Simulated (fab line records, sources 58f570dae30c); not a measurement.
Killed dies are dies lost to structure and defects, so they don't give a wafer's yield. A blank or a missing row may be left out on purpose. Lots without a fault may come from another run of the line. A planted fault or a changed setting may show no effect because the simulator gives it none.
Tool commonality check | flow berkeley_cmos170 | 14 lots, 42 wafers sampled

WHY IT WAS OPENED
At UCB170_PWELL_TW_MEAS_17 the reading PWELL_TW is flagged on 2 of 14 lots. Wafers without a fault read 379, standard deviation 6.7.
Rule: a lot is flagged when every wafer of it that has a number lies more than 4 standard deviations from that mean, or none has a number. The other lots count as sound.

lot  | measured    | on            | PWELL_TW, wafer by wafer | flag
L674 | day 3 01:37 | film_metro-02 | 372 372 372              |
L675 | day 3 12:19 | film_metro-02 | 373 371 373              |
L676 | day 3 17:56 | film_metro-03 | 382 381 382              |
L677 | day 3 21:35 | film_metro-03 | 384 382 381              |
L678 | day 3 21:50 | film_metro-02 | 371 373 372              |
L680 | day 4 12:07 | film_metro-02 | 372 373 373              |
L684 | day 4 20:54 | film_metro-04 | 390 388 389              |
L685 | day 5 03:27 | film_metro-04 | 387 386 390              |
L686 | day 5 10:35 | film_metro-02 | 431 432 432              | FLAGGED
L687 | day 5 17:46 | film_metro-02 | 372 372 373              |
L688 | day 5 18:08 | film_metro-04 | 447 444 447              | FLAGGED
L689 | day 6 00:14 | film_metro-02 | 371 371 373              |
L696 | day 7 15:44 | film_metro-02 | 371 372 370              |
L697 | day 8 01:20 | film_metro-04 | 385 388 387              |
The numbers of the flagged lots are 439 on average: +60 against the usual, or +9 standard deviations.

WHICH TOOL RAN EACH LOT
The record holds 1 process step before the reading, out of a route of 331 steps. In each cell: the tool, then ch and the chambers that the sampled wafers went through, then the start.
lot  | flag    | UCB170_PWELL_IMPLANT_15
L674 |         | implanter-03 ch 0, day 3 01:22
L675 |         | implanter-04 ch 0, day 3 12:04
L676 |         | implanter-04 ch 0, day 3 17:38
L677 |         | implanter-03 ch 0, day 3 21:20
L678 |         | implanter-04 ch 0, day 3 21:35
L680 |         | implanter-04 ch 0, day 4 11:53
L684 |         | implanter-01 ch 0, day 4 20:39
L685 |         | implanter-01 ch 0, day 5 03:13
L686 | FLAGGED | implanter-01 ch 0, day 5 10:20
L687 |         | implanter-03 ch 0, day 5 17:32
L688 | FLAGGED | implanter-01 ch 0, day 5 17:54
L689 |         | implanter-03 ch 0, day 6 00:01
L696 |         | implanter-04 ch 0, day 7 15:29
L697 |         | implanter-03 ch 0, day 8 01:07
What these steps do:
- UCB170_PWELL_IMPLANT_15
- UCB170_PWELL_TW_MEAS_17

FLAGGED OVER TOTAL, TOOL BY TOOL (the gauges that took the reading come last)
step                    | tool          | lots run | flagged | share of the flagged lots | sound lots run after its first flagged lot
UCB170_PWELL_IMPLANT_15 | implanter-01  | 4        | 2       | all                       | 0
UCB170_PWELL_IMPLANT_15 | implanter-03  | 5        | 0       | none                      | -
UCB170_PWELL_IMPLANT_15 | implanter-04  | 5        | 0       | none                      | -
UCB170_PWELL_TW_MEAS_17 | film_metro-02 | 8        | 1       | some                      | 3 (L687,L689,L696)
UCB170_PWELL_TW_MEAS_17 | film_metro-03 | 2        | 0       | none                      | -
UCB170_PWELL_TW_MEAS_17 | film_metro-04 | 4        | 1       | some                      | 1 (L697)

WHAT THE TABLE ALLOWS
1 row of the table ran every flagged lot: implanter-01 at UCB170_PWELL_IMPLANT_15.
- implanter-01 at UCB170_PWELL_IMPLANT_15: 2 of its 4 lots flagged. Its last sound lot is L685 (day 5 03:13), its first flagged lot L686 (day 5 10:20): a fault that began between those two fits. Its own readings lie more than 4 standard deviations out on every wafer of the flagged lots: dose_ions_cm2, faraday_current_uA.
One tool is left: implanter-01 at UCB170_PWELL_IMPLANT_15.

WHAT THE SIMULATOR HAD PUT IN
Process parameter drift: implanter-01, from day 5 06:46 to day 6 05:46, at UCB170_PWELL_IMPLANT_15. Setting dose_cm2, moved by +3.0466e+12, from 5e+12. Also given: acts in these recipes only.
Lots struck among those shown: L686, L688. The rule above found the same.
